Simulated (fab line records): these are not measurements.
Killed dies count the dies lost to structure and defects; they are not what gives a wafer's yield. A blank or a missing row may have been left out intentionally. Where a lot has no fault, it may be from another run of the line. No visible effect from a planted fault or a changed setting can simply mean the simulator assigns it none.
Which tool was responsible? | flow berkeley cmos170 | 15 lots with 45 wafers sampled at 4 steps, on a route of 331 steps

== WHAT EACH GAUGE READ, for each wafer ==
UCB170_PSD_OVL_MEAS_07. Usual: PSD_OVL gives -5 nm (standard deviation 6.9).
lot  | measured     | on         | PSD_OVL (nm) | flag
L492 | day 7 02:31  | overlay-01 | -7 -12 -6    |
L494 | day 7 02:35  | overlay-02 | 3 6 4        |
L495 | day 7 03:11  | overlay-02 | -12 -5 -10   |
L496 | day 7 03:15  | overlay-01 | 0 -3 4       |
L498 | day 7 17:58  | overlay-01 | -11 -13 -18  |
L499 | day 8 01:05  | overlay-01 | -20 -17 -16  |
L502 | day 9 01:58  | overlay-02 | 1 4 4        |
L508 | day 9 22:26  | overlay-01 | -1 0 -10     |
L509 | day 9 22:43  | overlay-01 | -9 -12 -15   |
L507 | day 9 22:26  | overlay-02 | -8 -1 -10    |
L506 | day 9 22:59  | overlay-01 | 2 1 8        |
L512 | day 10 17:46 | overlay-01 | -3 2 0       |
L511 | day 10 17:53 | overlay-01 | -3 1 -6      |
L513 | day 10 18:02 | overlay-02 | -14 -8 -4    |
L515 | day 10 21:50 | overlay-01 | -2 -4 4      |

UCB170_CONTACT_THK_MEAS_02. Usual: CONTACT_PSG_THK gives 699 nm (standard deviation 5.8).
lot  | measured     | on            | CONTACT_PSG_THK (nm) | flag
L492 | day 7 10:35  | film metro-03 | 694 694 692          |
L494 | day 7 11:55  | film metro-03 | 686 693 691          |
L495 | day 7 11:55  | film metro-01 | 693 696 697          |
L496 | day 7 11:56  | film metro-02 | 704 705 703          |
L498 | day 7 23:50  | film metro-03 | 692 696 695          |
L499 | day 8 07:53  | film metro-01 | 698 699 693          |
L502 | day 9 07:47  | film metro-01 | 698 700 697          |
L508 | day 10 05:22 | film metro-03 | 688 691 689          |
L509 | day 10 05:22 | film metro-01 | 706 710 708          |
L507 | day 10 05:22 | film metro-02 | 695 702 693          |
L506 | day 10 05:26 | film metro-03 | 698 690 697          |
L512 | day 11 01:25 | film metro-03 | 862 863 862          | OFF
L511 | day 11 01:25 | film metro-02 | 865 861 860          | OFF
L513 | day 11 01:25 | film metro-01 | 858 858 859          | OFF
L515 | day 11 04:34 | film metro-03 | 701 707 702          |

== TOOL THAT RAN EACH LOT (tool first, then ch and the chambers of the sampled wafers, then the start) ==
lot  | UCB170_GATE_STRIP_16                 | UCB170_CONTACT_CVD_01
L492 | plasma asher-04 ch 0,1, day 6 11:03  | lpcvd-02 ch 1, day 7 08:49
L494 | plasma asher-01 ch 0,1, day 6 11:17  | lpcvd-01 ch 0, day 7 10:08
L495 | plasma asher-02 ch 0,1, day 6 17:37  | lpcvd-01 ch 0, day 7 10:08
L496 | plasma asher-04 ch 0,1, day 6 17:58  | lpcvd-01 ch 0, day 7 10:08
L498 | plasma asher-02 ch 0,1, day 7 06:37  | lpcvd-02 ch 1, day 7 22:02
L499 | plasma asher-01 ch 0,1, day 7 14:03  | lpcvd-02 ch 0, day 8 06:06
L502 | plasma asher-02 ch 0,1, day 8 16:49  | lpcvd-02 ch 0, day 9 05:59
L508 | plasma asher-02 ch 0,1, day 9 12:15  | lpcvd-01 ch 0, day 10 03:35
L509 | plasma asher-04 ch 0,1, day 9 12:29  | lpcvd-01 ch 0, day 10 03:35
L507 | plasma asher-01 ch 0,1, day 9 12:37  | lpcvd-01 ch 1, day 10 03:35
L506 | plasma asher-02 ch 0,1, day 9 12:51  | lpcvd-01 ch 1, day 10 03:35
L512 | plasma asher-04 ch 0,1, day 10 05:30 | lpcvd-01 ch 1, day 10 23:38
L511 | plasma asher-04 ch 0, day 10 05:46   | lpcvd-01 ch 1, day 10 23:38
L513 | plasma asher-01 ch 0,1, day 10 05:53 | lpcvd-01 ch 0, day 10 23:38
L515 | plasma asher-02 ch 0,1, day 10 12:23 | lpcvd-02 ch 1, day 11 02:47
- UCB170_GATE_STRIP_16: strips in O2.
- UCB170_CONTACT_CVD_01: deposits PSG from SiH4/O2/PH3, target thk 700 nm, time 2820 s.

== WHAT THE TOOLS THEMSELVES READ (means of the sampled wafers that have a number; where no wafer has one, the mark that the record gives instead) ==
UCB170_GATE_STRIP_16. Usual: drypump motor current A 5.6 A, standard deviation 0.47; oes product au 0.724 a.u., standard deviation 0.0043.
lot  | tool            | drypump motor current A (A) | oes product au (a.u.) | flag
L492 | plasma asher-04 | 5.6                         | 0.721                 |
L494 | plasma asher-01 | 5.9                         | 0.723                 |
L495 | plasma asher-02 | 5.4                         | 0.725                 |
L496 | plasma asher-04 | 5.6                         | 0.727                 |
L498 | plasma asher-02 | 5.4                         | 0.723                 |
L499 | plasma asher-01 | 5.9                         | 0.722                 |
L502 | plasma asher-02 | 5.6                         | 0.724                 |
L508 | plasma asher-02 | 5.4                         | 0.726                 |
L509 | plasma asher-04 | 5.5                         | 0.725                 |
L507 | plasma asher-01 | 5.4                         | 0.725                 |
L506 | plasma asher-02 | 5.6                         | 0.722                 |
L512 | plasma asher-04 | 5.5                         | 0.726                 |
L511 | plasma asher-04 | 5.7                         | 0.723                 |
L513 | plasma asher-01 | 5.9                         | 0.726                 |
L515 | plasma asher-02 | 5.6                         | 0.723                 |

UCB170_CONTACT_CVD_01. Usual: pressure mtorr 299.8 mTorr, standard deviation 0.6; spike tc source C 467 C, standard deviation 3.8; susceptor temp C 450.04 C, standard deviation 0.24.
lot  | tool     | pressure mtorr (mTorr) | spike tc source C (C) | susceptor temp C (C) | flag
L492 | lpcvd-02 | 300.0                  | 469                   | 450.07               |
L494 | lpcvd-01 | 299.7                  | 469                   | 449.97               |
L495 | lpcvd-01 | 298.9                  | 469                   | 450.13               |
L496 | lpcvd-01 | 300.7                  | 468                   | 450.07               |
L498 | lpcvd-02 | 299.6                  | 470                   | 449.93               |
L499 | lpcvd-02 | 300.2                  | 473                   | 450.15               |
L502 | lpcvd-02 | 299.9                  | 474                   | 450.28               |
L508 | lpcvd-01 | 299.9                  | 469                   | 449.66               |
L509 | lpcvd-01 | 299.4                  | 469                   | 449.88               |
L507 | lpcvd-01 | 299.5                  | 462                   | 450.06               |
L506 | lpcvd-01 | 299.2                  | 462                   | 449.87               |
L512 | lpcvd-01 | 449.9                  | 462                   | 450.10               | OFF
L511 | lpcvd-01 | 451.3                  | 462                   | 449.92               | OFF
L513 | lpcvd-01 | 449.6                  | 468                   | 450.32               | OFF
L515 | lpcvd-02 | 299.8                  | 469                   | 449.95               |

== THE ANSWER, worked out from the rows above alone ==
Rule: a lot is off if the mean of its wafers that have a number lies more than 3 standard deviations from the usual mean. A lot without any number at a reading at which 4 lots or more have one is off too. Any other lot the step has rows for is counted as sound. First the gauges in route order, then the tools' own readings, where a lot's mean is used as printed above. The first step at which some lot is off is used, and at that step the reading that is off furthest; a lot without a number counts as furthest.
Off: L512, L511, L513, at UCB170_CONTACT_THK_MEAS_02 (CONTACT_PSG_THK).
If a tool, at a process step before that reading, ran all the lots that are off and no sound lot after the first of them, it fits. The gauges at UCB170_CONTACT_THK_MEAS_02 aren't tried: what is off there is off at UCB170_CONTACT_CVD_01 too, on other tools, and a gauge's error can't cause that. One fits: UCB170_CONTACT_CVD_01 on lpcvd-01. A fault onset in the window from L506 (day 10 03:35, its last sound lot) to L511 (day 10 23:38, its first lot off) fits.
On the lots that are off, the tool's own readings at UCB170_CONTACT_CVD_01 differ by more than 5 times the standard deviation of the sound lots' means, which bears it out; pressure mtorr reads 450.3 mTorr there versus 299.7 mTorr on the sound lots.

== WHAT WAS PUT IN BY THE SIMULATOR ==
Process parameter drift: lpcvd-01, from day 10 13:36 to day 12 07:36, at UCB170_CONTACT_CVD_01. A move of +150 in setting pressure mtorr, from 300. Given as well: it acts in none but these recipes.
Shown lots that were struck: L512, L511, L513. The rule above reached the same finding.
